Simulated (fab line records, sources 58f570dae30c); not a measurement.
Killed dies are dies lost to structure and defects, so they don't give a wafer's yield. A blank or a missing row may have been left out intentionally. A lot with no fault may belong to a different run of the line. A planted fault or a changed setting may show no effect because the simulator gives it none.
Check of tool commonality	flow berkeley cmos170	Sampled: 15 lots, 45 wafers

== REASON IT WAS OPENED ==
UCB170_SACOX_THK_MEAS_02, reading SACOX_OXIDE_THK: flagged on 3 of 15 lots. Fault-free wafers read 14.68 nm, with a standard deviation of 0.25.
Rule: flag the lot when none of its wafers has a number, or when each of its wafers that has one lies beyond 4 standard deviations from that mean. The other lots count as sound.

lot	measured	on	SACOX_OXIDE_THK (nm), wafer by wafer	flag
L786	day 5 13:48	film metro-01	14.87 14.95 14.84	
L787	day 5 13:50	film metro-03	14.68 14.78 14.79	
L788	day 5 19:24	film metro-01	14.45 14.28 14.66	
L790	day 5 19:25	film metro-03	14.66 14.51 14.56	
L791	day 5 19:25	film metro-02	14.36 14.05 14.31	
L789	day 5 19:28	film metro-01	14.36 14.36 14.34	
L793	day 6 21:01	film metro-03	14.58 14.83 14.52	
L794	day 6 21:01	film metro-02	14.82 14.49 14.70	
L797	day 7 04:28	film metro-03	14.81 14.99 15.04	
L795	day 7 04:29	film metro-02	14.66 14.78 14.89	
L796	day 7 12:50	film metro-03	14.72 14.70 14.74	
L800	day 8 04:26	film metro-01	6.25 6.07 6.50	FLAGGED
L802	day 8 11:13	film metro-02	14.39 14.40 14.63	
L804	day 9 00:10	film metro-02	6.48 6.36 6.45	FLAGGED
L805	day 9 00:12	film metro-03	6.31 6.71 6.56	FLAGGED
The numbers of the flagged lots are 6.41 nm on average: -8.27 nm against the usual, or -33 standard deviations.

== EACH LOT AND THE TOOL IT RAN ON ==
Before the reading, the record contains 2 process steps out of a 331-step route. Cell contents, in order: the tool; ch with the chambers the sampled wafers went through; the start.
lot	flag	UCB170_ACTIVE_ETCH_15	UCB170_SACOX_OXIDATION_01
L786		rie diel-04 ch 1,2,3, day 4 15:04	furnace-02 ch 0, day 5 12:08
L787		rie diel-02 ch 2,3, day 4 15:11	furnace-02 ch 0, day 5 12:08
L788		rie diel-01 ch 0,1,3, day 4 19:07	furnace-02 ch 0, day 5 17:44
L790		rie diel-02 ch 0,2,3, day 4 23:01	furnace-02 ch 0, day 5 17:44
L791		rie diel-04 ch 0,3, day 4 22:44	furnace-02 ch 0, day 5 17:44
L789		rie diel-01 ch 0,1, day 4 23:17	furnace-02 ch 0, day 5 17:44
L793		rie diel-04 ch 1,2,3, day 5 23:14	furnace-02 ch 0, day 6 19:21
L794		rie diel-02 ch 1,2,3, day 5 22:58	furnace-02 ch 0, day 6 19:21
L797		rie diel-04 ch 1,2, day 6 08:01	furnace-04 ch 0, day 7 02:49
L795		rie diel-02 ch 0,1,2, day 6 06:19	furnace-04 ch 0, day 7 02:49
L796		rie diel-02 ch 1,2, day 6 15:51	furnace-04 ch 0, day 7 11:10
L800	FLAGGED	rie diel-04 ch 0,1,2, day 7 05:43	furnace-04 ch 0, day 8 02:46
L802		rie diel-02 ch 0,1,2, day 7 14:01	furnace-02 ch 0, day 8 09:32
L804	FLAGGED	rie diel-02 ch 0,1,3, day 8 01:38	furnace-04 ch 0, day 8 22:31
L805	FLAGGED	rie diel-04 ch 1,2, day 8 01:23	furnace-04 ch 0, day 8 22:31
What is done by these steps:
- UCB170_ACTIVE_ETCH_15: etches Si3N4 in CH3F/Ar/O2, stops on SiO2, target depth 242 nm, time 151 s.
- UCB170_SACOX_OXIDATION_01: target thk 14.4 nm, ox time 2400 s.
- UCB170_SACOX_THK_MEAS_02

== FLAGGED AGAINST TOTAL, ONE TOOL AT A TIME (gauges that did the reading follow at the end) ==
step	tool	lots run	flagged	share of the flagged lots	sound lots run after its first flagged lot
UCB170_ACTIVE_ETCH_15	rie diel-01	2	0	none	-
UCB170_ACTIVE_ETCH_15	rie diel-02	7	1	some	0
UCB170_ACTIVE_ETCH_15	rie diel-04	6	2	some	0
UCB170_SACOX_OXIDATION_01	furnace-02	9	0	none	-
UCB170_SACOX_OXIDATION_01	furnace-04	6	3	all	0
UCB170_SACOX_THK_MEAS_02	film metro-01	4	1	some	0
UCB170_SACOX_THK_MEAS_02	film metro-02	5	1	some	0
UCB170_SACOX_THK_MEAS_02	film metro-03	6	1	some	0

== THE TABLE: WHAT IT ALLOWS ==
1 row of the table ran every flagged lot: furnace-04 at UCB170_SACOX_OXIDATION_01.
- furnace-04 at UCB170_SACOX_OXIDATION_01: 3 of its 6 lots flagged. Last sound lot L796 at day 7 11:10, first flagged lot L800 at day 8 02:46; a fault beginning in between fits. Its own readings lie more than 4 standard deviations out on every wafer of the flagged lots: spike tc centre C, spike tc load C, spike tc source C, tube center temp C, tube_center_temp_C_max, zone power load pct.
furnace-04 at UCB170_SACOX_OXIDATION_01 is the single tool remaining.

== WHAT THE SIMULATOR HAD INSERTED ==
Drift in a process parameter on furnace-04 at UCB170_SACOX_OXIDATION_01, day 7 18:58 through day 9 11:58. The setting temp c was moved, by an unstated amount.
Lots struck among those shown: L800, L804, L805. This agrees with what the rule above found.
